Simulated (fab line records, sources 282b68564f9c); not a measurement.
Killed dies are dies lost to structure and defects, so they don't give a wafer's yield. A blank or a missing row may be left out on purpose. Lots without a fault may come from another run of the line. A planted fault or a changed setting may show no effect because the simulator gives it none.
Problem report in the 8D (eight disciplines) form, filled by code | flow rit_cmos | the parts of the form that need people (team, actions taken, sign-off) are left out

1. THE PROBLEM
spin_speed_rpm at RIT_CONTACT_COAT_03 reads a mean of 3335.5 rpm on 6 wafers of 2 lots; wafers without a fault read 3250.0 rpm with a standard deviation of 2.4. That is +36 standard deviations from the usual mean.
The step: resist thk 1000 nm.
First seen on wafer L634.1, day 5 00:00, on litho_track-02. The record holds 18 wafers of 6 lots with a number at this step. Rule for "out", or "out of limits": more than 4 standard deviations from the usual mean. The other wafers with a number count as sound.

2. WHAT IT IS AND WHAT IT IS NOT
question                    | is                     | is not
which readings at this step | spin_speed_rpm         | dispense_pressure_kPa
which lots                  | L634, L636             | L630, L631, L646, L648
which wafers of those lots  | all that have a number | -
read on which tools         | litho_track-02         | litho_track-01, litho_track-03
when                        | from day 5 00:00       | up to then (6 sound wafers); but 6 sound wafers of L646, L648 came after

3. SUSPECTS, AND WHAT RULES EACH OUT
Counting: a tool at a process step up to the reading stays a suspect if it ran every lot that is out and no sound lot after the first of them.
- pvd_sputter-02 at RIT_SILICIDE_SPUTTER_01 (material Ti, target thk 30 nm, time 240 s): kept. It ran every lot that is out, first L634 (day 4 23:10), and no sound lot after that.
- rtp_anneal-02 at RIT_SILICIDE_RTA_04 (time 10 s, ramp up 5 s, ramp down 5 s): ruled out as a lasting fault. Sound lots L646 ran on it after its first lot that is out, L634 (day 4 23:29).
- rtp_anneal-01 at RIT_SILICIDE_RTA_06 (time 10 s, ramp up 5 s, ramp down 10 s): ruled out as a lasting fault. Sound lots L646 ran on it after its first lot that is out, L634 (day 4 23:36).
- litho_track-02 at RIT_CONTACT_COAT_03 (resist thk 1000 nm): ruled out as a lasting fault. Sound lots L648 ran on it after its first lot that is out, L634 (day 5 00:00).
Left after counting: pvd_sputter-02 at RIT_SILICIDE_SPUTTER_01.

4. THE CAUSE (what the simulator had put in)
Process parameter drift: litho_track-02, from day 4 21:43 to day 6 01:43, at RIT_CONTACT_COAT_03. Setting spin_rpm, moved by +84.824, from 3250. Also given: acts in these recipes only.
Counting ruled it out, wrongly.

5. THE CHAIN OF EFFECTS, in route order
Each row: a reading whose mean over the struck wafers that have a number lies more than 3 standard deviations from the usual. Only readings for which the record gives a usual standard deviation are gone through. hours: the time from each lot's start at the first step in this table that gives one to its start at this step, as a median over the lots. sigmas: the change in usual standard deviations.
hours | step                | reading        | usual      | on struck wafers | change | sigmas
0     | RIT_CONTACT_COAT_03 | spin_speed_rpm | 3250.0 rpm | 3335.5           | +85.5  | +36
The process steps in it:
- RIT_CONTACT_COAT_03: resist thk 1000 nm.
Later measuring or inspecting steps at which every struck wafer that the step has a row for has a number for every such reading, and none has moved that far: RIT_CONTACT_CD_MEAS_08, RIT_CONTACT_OVL_MEAS_09.

6. WHAT WOULD HAVE CAUGHT IT SOONER
In this record the first reading out of limits was taken at day 5 00:00, 2 hours after the fault began at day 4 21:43.
